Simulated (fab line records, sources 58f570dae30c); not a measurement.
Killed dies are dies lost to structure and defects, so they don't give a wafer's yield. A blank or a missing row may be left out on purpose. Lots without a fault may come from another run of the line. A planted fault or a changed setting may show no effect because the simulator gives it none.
A struck lot beside a sound one | flow berkeley_cmos170 | 15 steps out of a route of 331
Sound: wafers L904.2, L904.3, L904.5. Struck: wafers L910.2, L910.4, L910.6. The cause comes at the end.
At each step with rows: each side's tool, then ch and its chambers, then its first start. Under that, the readings that differ: sound wafers | struck wafers | difference of the means | sigmas: that difference in standard deviations of wafers without a fault.
alike: readings whose means differ by less than 2 such deviations, and words and numbers that are the same on both sides. not compared: withheld readings, readings that some wafer has no value for, bounds like >300 that may hide the same value, and numbers for which the record gives no deviation and whose values overlap.
The two part at a step that has a row with sigmas, a row that says differs or no value, or rows on one side only. Numbers that don't overlap but have no deviation are shown without sigmas and don't part them. A reading that every wafer of one side lacks parts them only if that side has two wafers or more.

first, 6 steps without rows for these wafers: UCB170_V2_HMDS_06 (prime time 60 s); UCB170_V2_COAT_07 (resist thk 900 nm); UCB170_V2_SOFTBAKE_08 (time 60 s); UCB170_V2_EXPOSE_09 (exposes mask VIA2, target cd 700 nm); UCB170_V2_PEB_10; UCB170_V2_DEVELOP_11 (develop time 45 s).
UCB170_V2_CD_MEAS_12: target cd 700 nm.
  sound on cd_sem-01, day 9 15:33; struck on cd_sem-02, day 11 03:52
  alike: cd_nm
UCB170_V2_OVL_MEAS_13:
  sound on overlay-02, day 9 15:40; struck on overlay-02, day 11 03:58
  reading     | sound | struck   | difference | sigmas
  V2_OVL (nm) | 7 5 3 | -9 -3 -6 | -11        | -2
UCB170_V2_ETCH_14: etches SiO2 in CHF3/CF4/Ar, stops on Al, target depth 1250 nm, time 291 s.
  sound on rie_diel-02 ch 1,2,3, day 9 15:41; struck on rie_diel-03 ch 0,1,2, day 11 04:00
  alike: drypump_motor_current_A, oes_product_au, rf_fwd_power_W, throttle_valve_pct
  not compared: rf_hours_counter_h
UCB170_V2_STRIP_15: strips in O2.
  sound on plasma_asher-03 ch 0,1, day 9 15:52; struck on plasma_asher-03 ch 0,1, day 11 04:10
  reading                      | sound             | struck            | difference | sigmas
  strip_time_to_endpoint_s (s) | 15.50 15.47 15.37 | 15.22 15.19 15.23 | -0.23      | -2
  alike: drypump_motor_current_A, oes_product_au
  not compared: rf_hours_counter_h
UCB170_V2_CD_MEAS_90: target cd 700 nm.
  sound on cd_sem-01, day 9 15:59; struck on cd_sem-01, day 11 04:17
  alike: cd_nm
then, 1 step without rows for these wafers: UCB170_M3_PRE_CLEAN_00 (preclean etch time 60 s).
UCB170_M3_SPUTTER_01: material Al, target thk 900 nm, time 120 s.
  sound on pvd_sputter-03, day 9 16:09; struck on pvd_sputter-02, day 11 04:28
  no value came back on the struck wafers for cathode_dc_power_W (W), chamber_pressure_pa (Pa), throttle_valve_pct (%); on the sound wafers cathode_dc_power_W (W) reads 5998.8 5999.0 5998.6
UCB170_M3_RS_MEAS_02: measures by four-point-probe.
  sound on film_metro-01, day 9 16:16; struck on film_metro-02, day 11 04:51
  reading           | sound                | struck | difference                    | sigmas
  M3_AL_RS (ohm/sq) | 0.0325 0.0322 0.0319 | - - -  | no value on the struck wafers |
  not compared: hold
then, 1 step without rows for these wafers: UCB170_M3_PROBE_99.

WHERE THEY PART
First at UCB170_V2_OVL_MEAS_13; last, within this record, at UCB170_M3_RS_MEAS_02.

WHY: what the simulator had put in
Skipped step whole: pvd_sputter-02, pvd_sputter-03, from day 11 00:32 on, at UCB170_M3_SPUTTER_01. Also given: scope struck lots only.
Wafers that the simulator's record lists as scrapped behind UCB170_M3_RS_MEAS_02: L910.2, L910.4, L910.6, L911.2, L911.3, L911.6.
